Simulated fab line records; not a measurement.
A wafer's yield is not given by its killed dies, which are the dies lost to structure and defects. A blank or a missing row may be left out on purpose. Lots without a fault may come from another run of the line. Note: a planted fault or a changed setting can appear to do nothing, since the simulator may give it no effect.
Comparing a struck lot with a sound one -- flow rit-cmos -- 27 steps out of a route of 202
Sound: wafers L382.1, L382.4, L382.5. Struck: wafers L396.2, L396.3, L396.4. The cause is given at the end.
Per side, at each step with rows, come the tool, then ch with its chambers, and then its first start. Under that, the readings that differ: sound wafers -- struck wafers -- difference of the means -- sigmas: that difference in standard deviations of wafers without a fault.
alike: words and numbers the same on both sides, and readings whose means are apart by under 2 such deviations; not compared: readings that were withheld, readings missing a value for some wafer, numbers with overlapping values and no deviation given by the record, and bounds like >300 which may hide the same value.
The two part at a step that has a row with sigmas, a row that says differs or no value, or rows on one side only. When numbers do not overlap yet have no deviation, they are printed without sigmas and do not part them. A reading that every wafer of one side lacks parts them only if that side has two wafers or more.

RIT_ACTIVE_BOW_MEAS_00:
  sound on film-metro-04 at day 2 11:00; struck on film-metro-01 at day 5 09:01
  alike: INCOMING_BOW
then, 1 step without rows for these wafers: RIT_ACTIVE_OXIDATION_01 (target thk 46.8 nm, ox time 3360 s).
RIT_ACTIVE_THK_MEAS_02:
  sound on film-metro-03 at day 2 14:01; struck on film-metro-04 at day 5 11:29
  alike: ACTIVE_OXIDE_THK
RIT_ACTIVE_CVD_03: deposits Si3N4 from SiH2Cl2/NH3, target thk 150 nm, time 1500 s.
  sound on lpcvd-01 ch 0, day 2 15:58; struck on lpcvd-02 ch 1, day 5 11:56
reading,sound,struck,difference,sigmas
model.Si3N4_of_ACTIVE_CVD_03.thk-nm (nm),148.7 149.2 148.2,135.2 136.5 136.4,-12.7,
  alike: susceptor-temp-C, zone-power-centre-pct
RIT_ACTIVE_THK_MEAS_04:
  sound on film-metro-03 at day 2 17:23; struck on film-metro-03 at day 5 13:22
reading,sound,struck,difference,sigmas
ACTIVE_NITRIDE_THK (nm),148.7 149.3 148.1,135.3 136.5 136.3,-12.7,-8
then, 6 steps without rows for these wafers: RIT_ACTIVE_HMDS_05 (prime time 60 s); RIT_ACTIVE_COAT_06 (resist thk 1000 nm); RIT_ACTIVE_SOFTBAKE_07 (time 60 s); RIT_ACTIVE_EXPOSE_08 (exposes mask M1, target cd 1400 nm); RIT_ACTIVE_PEB_09; RIT_ACTIVE_DEVELOP_10 (develop time 50 s).
RIT_ACTIVE_CD_MEAS_11: the cd target is 1400 nm.
  sound on cd-sem-02 at day 2 18:53; struck on cd-sem-01 at day 5 14:27
reading,sound,struck,difference,sigmas
cd-nm (nm),1397.0 1397.8 1397.0,1401.8 1400.3 1401.4,+3.9,+2
then, 1 step without rows for these wafers: RIT_ACTIVE_HARDBAKE_12 (time 60 s).
RIT_ACTIVE_ETCH_13: etches Si3N4 in SF6, stops on SiO2, time 210 s, target depth 210 nm.
  sound on rie-diel-03 ch 0,1,2, day 2 19:10; struck on rie-diel-01 ch 0,1,2, day 5 14:42
reading,sound,struck,difference,sigmas
model.etch.depth-nm (nm),148.7 149.2 148.2,135.2 136.5 136.4,-12.7,
model.ACTIVE.feature-depth-nm (nm),149 149.2 149.2,136 137.9 136.4,-12,
  alike: chamber-pressure-mTorr, drypump-motor-current-A, oes-product-au, throttle-valve-pct
  not compared: rf-hours-counter-h
RIT_ACTIVE_STRIP_14: strips in O2, time 180 s.
  sound on plasma-asher-01 ch 0, day 2 19:18; struck on plasma-asher-02 ch 0,1, day 5 14:50
  alike: chamber-pressure-mTorr, drypump-motor-current-A, o2-flow-sccm
  not compared: rf-hours-counter-h
RIT_ACTIVE_CD_MEAS_90: the cd target is 1400 nm.
  sound on cd-sem-02 at day 2 19:28; struck on cd-sem-02 at day 5 15:02
  alike: cd-nm
then, 4 steps without rows for these wafers: RIT_ACTIVE_CLEAN_15 (cleans in SC1, time 600 s); RIT_ACTIVE_CLEAN_16 (cleans in dHF, time 30 s); RIT_ACTIVE_CLEAN_17 (cleans in SC2, time 600 s); RIT_FOX1_OXIDATION_00 (target thk 350.7 nm, ox time 1130 s).
RIT_FOX1_THK_MEAS_01:
  sound on film-metro-03 at day 2 21:59; struck on film-metro-03 at day 5 18:29
  alike: FOX1_OXIDE_THK
then, 2 steps without rows for these wafers: RIT_FOX1_WET_ETCH_02 (etches SiO2 in BOE, target depth 350 nm, time 390 s); RIT_FOX2_OXIDATION_00 (target thk 350.7 nm, ox time 1130 s).
RIT_FOX2_THK_MEAS_01:
  sound on film-metro-04 at day 3 00:05; struck on film-metro-01 at day 5 20:26
  alike: FOX2_OXIDE_THK
RIT_FOX2_CLEAN_02: cleans in dHF, time 180 s.
  sound on wet-bench-02 ch 0, day 3 00:09; struck on wet-bench-04 ch 0, day 5 20:29
reading,sound,struck,difference,sigmas
model.Si3N4_of_ACTIVE_CVD_03.thk-nm (nm),129.4 129.9 128.9,115.9 117.2 117.1,-12.7,
then, 1 step without rows for these wafers: RIT_FOX2_WET_ETCH_03 (etches Si3N4 in H3PO4, target depth 195 nm, time 2700 s).
RIT_M1_PROBE_99:
  only the struck wafers here have rows in the record (prober-01, day 7 19:47); the sound ones have none

== WHERE THEY PART ==
Earliest at RIT_ACTIVE_THK_MEAS_04; latest, in this record, at RIT_M1_PROBE_99.

WHY: what had been put in by the simulator
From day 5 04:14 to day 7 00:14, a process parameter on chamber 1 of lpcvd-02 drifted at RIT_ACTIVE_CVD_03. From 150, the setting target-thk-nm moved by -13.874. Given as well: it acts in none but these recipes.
